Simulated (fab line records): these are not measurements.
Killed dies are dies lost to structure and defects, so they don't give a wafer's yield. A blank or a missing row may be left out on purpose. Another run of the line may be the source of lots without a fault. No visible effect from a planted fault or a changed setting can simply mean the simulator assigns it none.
fab line records ; flow ritCmos
[record] lots = 14; wafers = 42; lastDay = 7
route steps=202 shown NRETRO@63 REOX@98 NLDD@109 M1@198
lots that met no fault: from a run of the same line without faults
startH: start of the lot's first displayed wafer, in hours after the record's first day ; waitH: hours from the lot's prior step to this one ; " unchanged from the row above ; L1.1+2: a row that stands for several wafers ; - either no value or no given start ; * or withheld: withheld ; < > ~ a bound
route shown NAME@n: NAME is a module with steps in the file, n the number in the route of the first one ; usual: mean/standard deviation of fault-free wafers ; same: alike in all rows ; chamber/n: place in a boat ; sites: readings site by site ; _std_site: how widely they spread, as a standard deviation ; _edge_site: the outer-site mean with the inner-site mean subtracted ; radiusMm: for every site, how far away it sits from the centre of the wafer ; mask NAME#n: copy n ; behind: the last tool/chamber to shape the wafer ; hold: what put the lot on hold/how long, in hours/how the hold closed ; device: which transistor (n, p or np) failed to switch ; end of line: the route-end tests of the same wafers ; a step given without rows: its recipe and nothing more ; killed: count of dies lost to structure and defects at first sort (not the wafer's yield) ; map: dies across one wafer; x = killed, . = not, _ = none there
set.NAME: the setting as run; set.NAME@STEP: as run at that earlier step ; model.NAME: the simulator's own value behind a step, which no gauge read
route steps across a sampled set of lots; one table per step, one row per wafer
services: the hour from which a tool's chamber was out of use, counted from the record's first day as startH (under 0 if before that day), plus the number of hours and why
[[steps]]
[step RIT_NRETRO_TW_MEAS_10]
[usual] NRETRO_TW = 1049/11
lot.wafer;tool;chamber;startH;waitH;NRETRO_TW
L740.1;filmMetro-03;-;31.33;0.1;1061
L740.4;filmMetro-03;-;31.33;0.1;1064
L740.6;filmMetro-03;-;31.33;0.1;1070
L741.2;filmMetro-02;-;35.76;0.1;1034
L741.4;filmMetro-02;-;35.76;0.1;1038
L741.6;filmMetro-02;-;35.76;0.1;1037
L742.1;filmMetro-01;-;42.07;0.1;1053
L742.5;filmMetro-01;-;42.07;0.1;1044
L742.6;filmMetro-01;-;42.07;0.1;1054
L743.2;filmMetro-02;-;45.86;0.1;1040
L743.3;filmMetro-02;-;45.86;0.1;1039
L743.6;filmMetro-02;-;45.86;0.1;1042
L744.1;filmMetro-01;-;52.86;0.1;1051
L744.2;filmMetro-01;-;52.86;0.1;1051
L744.6;filmMetro-01;-;52.86;0.1;1047
L746.1;filmMetro-01;-;61.69;0.1;1053
L746.3;filmMetro-01;-;61.69;0.1;1054
L746.6;filmMetro-01;-;61.69;0.1;1050
L747.1;filmMetro-03;-;66.82;0.1;1062
L747.4;filmMetro-03;-;66.82;0.1;1067
L747.5;filmMetro-03;-;66.82;0.1;1068
L748.3;filmMetro-03;-;73.91;0.1;1056
L748.4;filmMetro-03;-;73.91;0.1;1053
L748.5;filmMetro-03;-;73.91;0.1;1054
L751.1;filmMetro-03;-;86.28;0.1;1058
L751.4;filmMetro-03;-;86.28;0.1;1055
L751.5;filmMetro-03;-;86.28;0.1;1049
L755.3;filmMetro-03;-;112.49;0.1;1066
L755.4;filmMetro-03;-;112.49;0.1;1068
L755.5;filmMetro-03;-;112.49;0.1;1063
L756.2;filmMetro-03;-;117.64;0.1;1069
L756.4;filmMetro-03;-;117.64;0.1;1066
L756.6;filmMetro-03;-;117.64;0.1;1069
L758.1;filmMetro-02;-;121.45;0.1;1038
L758.3;filmMetro-02;-;121.45;0.1;1030
L758.5;filmMetro-02;-;121.45;0.1;1040
L760.2;filmMetro-01;-;135.07;0.1;1053
L760.3;filmMetro-01;-;135.07;0.1;1050
L760.5;filmMetro-01;-;135.07;0.1;1050
L761.4;filmMetro-03;-;140.08;0.1;1054
L761.5;filmMetro-03;-;140.08;0.1;1053
L761.6;filmMetro-03;-;140.08;0.1;1058
[step RIT_REOX_CLEAN_00]
[recipe] chemistry = SC1; mix = 3:3:50; timeS = 600; tempC = 75
[usual] runLengthS = 628.1/2.9
lot.wafer;tool;chamber;startH;waitH;runLengthS
L740.1;wetBench-03;0;38.62;0.1;626.1
L740.4;wetBench-03;0;38.62;0.1;626.1
L740.6;wetBench-03;0;38.62;0.1;626.1
L741.2;wetBench-04;0;45.36;0.1;630.9
L741.4;wetBench-04;0;45.36;0.1;630.9
L741.6;wetBench-04;0;45.36;0.1;630.9
L742.1;wetBench-04;0;48.91;0.1;624.3
L742.5;wetBench-04;0;48.91;0.1;624.3
L742.6;wetBench-04;0;48.91;0.1;624.3
L743.2;wetBench-02;0;54.08;0.1;627.5
L743.3;wetBench-02;0;54.08;0.1;627.5
L743.6;wetBench-02;0;54.08;0.1;627.5
L744.1;wetBench-03;1;63.58;0.1;628.1
L744.2;wetBench-03;1;63.58;0.1;628.1
L744.6;wetBench-03;1;63.58;0.1;628.1
L746.1;wetBench-03;3;68.56;0.1;626.2
L746.3;wetBench-03;3;68.56;0.1;626.2
L746.6;wetBench-03;3;68.56;0.1;626.2
L747.1;wetBench-02;0;74.96;0.1;627.0
L747.4;wetBench-02;0;74.96;0.1;627.0
L747.5;wetBench-02;0;74.96;0.1;627.0
L748.3;wetBench-04;1;81.74;0.1;634.3
L748.4;wetBench-04;1;81.74;0.1;634.3
L748.5;wetBench-04;1;81.74;0.1;634.3
L751.1;wetBench-04;0;101.52;0.1;632.1
L751.4;wetBench-04;0;101.52;0.1;632.1
L751.5;wetBench-04;0;101.52;0.1;632.1
L755.3;wetBench-03;1;123.39;0.1;303.3
L755.4;wetBench-03;1;123.39;0.1;303.3
L755.5;wetBench-03;1;123.39;0.1;303.3
L756.2;wetBench-04;0;126.21;0.1;630.9
L756.4;wetBench-04;0;126.21;0.1;630.9
L756.6;wetBench-04;0;126.21;0.1;630.9
L758.1;wetBench-03;3;129.73;0.1;302.8
L758.3;wetBench-03;3;129.73;0.1;302.8
L758.5;wetBench-03;3;129.73;0.1;302.8
L760.2;wetBench-04;3;143.34;0.1;627.8
L760.3;wetBench-04;3;143.34;0.1;627.8
L760.5;wetBench-04;3;143.34;0.1;627.8
L761.4;wetBench-04;3;151.93;0.0;627.4
L761.5;wetBench-04;3;151.93;0.0;627.4
L761.6;wetBench-04;3;151.93;0.0;627.4
[step RIT_NLDD_OVL_MEAS_06]
[usual] NLDD_OVL = -1.0/1.4
lot.wafer;tool;chamber;startH;waitH;NLDD_OVL[nm]
L740.1;overlay-02;-;43.49;-;-0.9
L740.4;overlay-02;-;43.49;-;-0.2
L740.6;overlay-02;-;43.49;-;-1.6
L741.2;overlay-01;-;49.37;-;-3.1
L741.4;overlay-01;-;49.37;-;-2.5
L741.6;overlay-01;-;49.37;-;-2.5
L742.1;overlay-02;-;53.07;-;1.1
L742.5;overlay-02;-;53.07;-;0.1
L742.6;overlay-02;-;53.07;-;1.1
L743.2;overlay-02;-;57.91;-;0.1
L743.3;overlay-02;-;57.91;-;-1.2
L743.6;overlay-02;-;57.91;-;-0.1
L744.1;overlay-02;-;68.35;-;-0.9
L744.2;overlay-02;-;68.35;-;-2.4
L744.6;overlay-02;-;68.35;-;-0.6
L746.1;overlay-02;-;72.41;-;-4.0
L746.3;overlay-02;-;72.41;-;-2.6
L746.6;overlay-02;-;72.41;-;-1.4
L747.1;overlay-02;-;79.15;-;-0.4
L747.4;overlay-02;-;79.15;-;-1.7
L747.5;overlay-02;-;79.15;-;-0.2
L748.3;overlay-01;-;86.50;-;-3.5
L748.4;overlay-01;-;86.50;-;-1.5
L748.5;overlay-01;-;86.50;-;-2.5
L751.1;overlay-02;-;106.77;-;0.1
L751.4;overlay-02;-;106.77;-;0.3
L751.5;overlay-02;-;106.77;-;-2.2
L755.3;overlay-02;-;127.52;-;-1.9
L755.4;overlay-02;-;127.52;-;-3.2
L755.5;overlay-02;-;127.52;-;-2.1
L756.2;overlay-02;-;131.08;-;1.0
L756.4;overlay-02;-;131.08;-;-0.6
L756.6;overlay-02;-;131.08;-;0.2
L758.1;overlay-01;-;134.56;-;1.3
L758.3;overlay-01;-;134.56;-;-1.1
L758.5;overlay-01;-;134.56;-;-0.1
L760.2;overlay-01;-;148.41;-;1.2
L760.3;overlay-01;-;148.41;-;-0.4
L760.5;overlay-01;-;148.41;-;0.0
L761.4;overlay-01;-;156.82;-;-3.1
L761.5;overlay-01;-;156.82;-;-1.2
L761.6;overlay-01;-;156.82;-;-2.4
[step RIT_M1_STRIP_14]
[recipe] chemistry = O2; timeS = 180; platenTempC = withheld; powerW = 500; pressureMtorr = 4000; o2FlowSccm = 4000
[usual] chamberPressureMTorr = 4000/3.5; drypumpMotorCurrentA = 6.1/0.46
lot.wafer;tool;chamber;startH;waitH;chamberPressureMTorr;drypumpMotorCurrentA;rfHoursCounterH
L740.1;plasmaAsher-04;1;57.11;0.0;3996;6.7;43
L740.4;plasmaAsher-04;1;57.11;0.0;4004;6.7;-
L740.6;plasmaAsher-04;1;57.11;0.0;3996;6.7;-
L741.2;plasmaAsher-04;1;62.66;0.0;4003;6.7;44
L741.4;plasmaAsher-04;0;62.66;0.0;4000;6.3;-
L741.6;plasmaAsher-04;0;62.66;0.0;3998;6.3;-
L742.1;plasmaAsher-02;1;66.65;0.0;4005;5.2;43
L742.5;plasmaAsher-02;0;66.65;0.0;3999;6.1;-
L742.6;plasmaAsher-02;1;66.65;0.0;3995;5.2;-
L743.2;plasmaAsher-04;0;72.49;0.0;3995;6.3;45
L743.3;plasmaAsher-04;1;72.49;0.0;3997;6.6;-
L743.6;plasmaAsher-04;1;72.49;0.0;4008;6.7;-
L744.1;plasmaAsher-04;0;82.48;0.0;3998;6.3;46
L744.2;plasmaAsher-04;1;82.48;0.0;3997;6.6;46
L744.6;plasmaAsher-04;0;82.48;0.0;4001;6.3;-
L746.1;plasmaAsher-03;0;86.15;0.0;3999;6.0;44
L746.3;plasmaAsher-03;1;86.15;0.0;3997;5.7;-
L746.6;plasmaAsher-03;1;86.15;0.0;3995;5.7;-
L747.1;plasmaAsher-04;1;92.72;0.0;4001;6.7;47
L747.4;plasmaAsher-04;1;92.72;0.0;4004;6.7;-
L747.5;plasmaAsher-04;1;92.72;0.0;4002;6.7;-
L748.3;plasmaAsher-03;1;100.40;0.1;3998;5.6;-
L748.4;plasmaAsher-03;0;100.40;0.1;3996;6.1;-
L748.5;plasmaAsher-03;1;100.40;0.1;4002;5.7;-
L751.1;plasmaAsher-02;1;120.81;0.0;3995;5.3;0
L751.4;plasmaAsher-02;1;120.81;0.0;3999;5.3;-
L751.5;plasmaAsher-02;1;120.81;0.0;4001;5.3;-
L755.3;plasmaAsher-04;0;142.40;0.1;3998;6.3;-
L755.4;plasmaAsher-04;1;142.40;0.1;4003;6.7;-
L755.5;plasmaAsher-04;0;142.40;0.1;4001;6.4;-
L756.2;plasmaAsher-03;0;144.81;0.0;4001;6.0;51
L756.4;plasmaAsher-03;0;144.81;0.0;4003;6.0;-
L756.6;plasmaAsher-03;1;144.81;0.0;4003;5.7;-
L758.1;plasmaAsher-02;0;148.49;0.0;3994;6.1;3
L758.3;plasmaAsher-02;0;148.49;0.0;4004;6.1;-
L758.5;plasmaAsher-02;0;148.49;0.0;4000;6.1;-
L760.2;plasmaAsher-03;1;161.93;0.0;3994;5.7;52
L760.3;plasmaAsher-03;0;161.93;0.0;4001;6.0;-
L760.5;plasmaAsher-03;1;161.93;0.0;3995;5.7;-
L761.4;plasmaAsher-02;0;171.12;0.1;4004;6.1;-
L761.5;plasmaAsher-02;1;171.12;0.1;3994;5.2;-
L761.6;plasmaAsher-02;0;171.12;0.1;4003;6.1;-
[step RIT_M1_PROBE_99]
[usual] killed_at_M0_to_M3 = 0.0/0.083; killedAtContacts = 0.1/0.23; killedAtFrontEnd = 7/3.1; killedDies = 7/3.1; killedOpen = 3.3/2; killedShort = 3.6/1.9
[same] grossDies = 264; killed_at_M4_up = 0; killedAtBackSide = 0; killedAtOther = 0
lot.wafer;tool;chamber;startH;waitH;killed_at_M0_to_M3;killedAtContacts;killedAtFrontEnd;killedDies;killedOpen;killedShort
L751.1;prober-01;-;122.72;0.1;0;0;6;6;3;3
L751.4;prober-01;-;122.87;0.2;0;0;10;10;4;6
L751.5;prober-01;-;122.92;0.2;0;0;6;6;5;1
L755.3;prober-01;-;144.35;0.2;0;0;4;4;2;2
L755.4;prober-01;-;144.40;0.2;0;0;6;6;3;3
L755.5;prober-01;-;144.45;0.2;0;0;3;3;0;3
L756.2;prober-02;-;146.78;0.1;0;0;6;6;4;2
L756.4;prober-02;-;146.88;0.2;0;0;1;1;0;1
L756.6;prober-02;-;146.98;0.2;0;0;6;6;5;1
L758.1;prober-01;-;150.40;0.1;0;0;8;8;5;3
L758.3;prober-01;-;150.50;0.2;0;0;2;2;1;1
L758.5;prober-01;-;150.60;0.2;0;0;5;5;2;3
L760.2;prober-02;-;163.89;0.1;0;0;6;6;4;2
L760.3;prober-02;-;163.94;0.2;0;0;9;9;4;5
L760.5;prober-02;-;164.04;0.2;0;0;8;8;2;6
// killed by level:class
L751.1 FOX1:geometricParticle:open=1 GATE:geometricParticle:open=1 GATE:geometricParticle:short=1 REOX:geometricParticle:open=1 REOX:geometricParticle:short=1 SPACER:geometricParticle:short=1
L751.4 FOX1:geometricParticle:open=2 FOX1:geometricParticle:short=2 GATE:geometricParticle:short=2 FOX2:geometricParticle:open=1 REOX:geometricParticle:short=1 SILICIDE:geometricParticle:open=1 SILICIDE:geometricParticle:short=1
L751.5 GATE:geometricParticle:open=3 GATE:geometricParticle:short=1 REOX:geometricParticle:open=1 SILICIDE:geometricParticle:open=1
L755.3 GATE:geometricParticle:open=2 SPACER:geometricParticle:short=2
L755.4 GATE:geometricParticle:open=3 GATE:geometricParticle:short=2 FOX1:geometricParticle:short=1
L755.5 FOX2:geometricParticle:short=1 GATE:geometricParticle:short=1 SPACER:geometricParticle:short=1
L756.2 GATE:geometricParticle:open=2 FOX1:geometricParticle:open=1 GATE:geometricParticle:short=1 REOX:geometricParticle:short=1 REOX:geometricParticle:open=1
L756.4 SILICIDE:geometricParticle:short=1
L756.6 SILICIDE:geometricParticle:open=2 FOX2:geometricParticle:open=1 GATE:geometricParticle:open=1 SPACER:geometricParticle:open=1 SILICIDE:geometricParticle:short=1
L758.1 GATE:geometricParticle:open=2 REOX:geometricParticle:short=2 SPACER:geometricParticle:open=2 REOX:geometricParticle:open=1 SPACER:geometricParticle:short=1
L758.3 GATE:geometricParticle:open=1 GATE:geometricParticle:short=1
L758.5 REOX:geometricParticle:short=2 REOX:geometricParticle:open=2 GATE:geometricParticle:short=1
L760.2 FOX1:geometricParticle:open=2 FOX2:geometricParticle:open=1 GATE:geometricParticle:short=1 GATE:geometricParticle:open=1 REOX:geometricParticle:short=1
L760.3 FOX2:geometricParticle:short=2 GATE:geometricParticle:open=2 FOX1:geometricParticle:open=1 FOX1:geometricParticle:short=1 FOX2:geometricParticle:open=1 GATE:geometricParticle:short=1 SILICIDE:geometricParticle:short=1
L760.5 REOX:geometricParticle:short=3 FOX2:geometricParticle:short=2 FOX1:geometricParticle:short=1 GATE:geometricParticle:open=1 SILICIDE:geometricParticle:open=1
[[services]]
tool;chamber;startH;hours;kind
plasmaAsher-03;-;18.98;5.8;repair
wetBench-02;-;35.92;2.2;repair
plasmaAsher-04;-;82.67;4.3;pm
plasmaAsher-03;-;92.75;3.4;repair
plasmaAsher-04;-;100.14;10.0;pm
plasmaAsher-02;-;108.75;9.0;pm
plasmaAsher-02;0;108.75;9.0;ventCycle
plasmaAsher-02;1;108.75;9.0;ventCycle
plasmaAsher-02;0;117.75;-;clean
plasmaAsher-02;1;117.75;-;clean
plasmaAsher-04;-;145.66;1.5;repair
plasmaAsher-03;-;150.50;1.7;repair
[[key]]
[firstSign] step = RIT_REOX_CLEAN_00; reading = runLengthS; direction = down; sigmas = 99+; usual = *; struck = *
effect none on later readings
metAt RIT_REOX_CLEAN_00
struckLots L755,L758
testerLeftOut L755,L758
notActingAt RIT_NRETRO_TW_MEAS_10,RIT_NLDD_OVL_MEAS_06,RIT_M1_STRIP_14
onsetBetween 68.56 123.39
[fault] kind = processParameterDrift; tool = wetBench-03; chamber = -; onsetH = 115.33; steps = RIT_REOX_CLEAN_00; channel = timeS; offset = *; shape = step; endH = 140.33; actsIn = *; stated = *
// testerLeftOut: of these lots the tester's yield and bins aren't shown, on N5 and GAA mostly nor the transistor test; their killed dies are dies lost to structure and defects alone, not to doping, threshold or leakage, so they don't give the yield
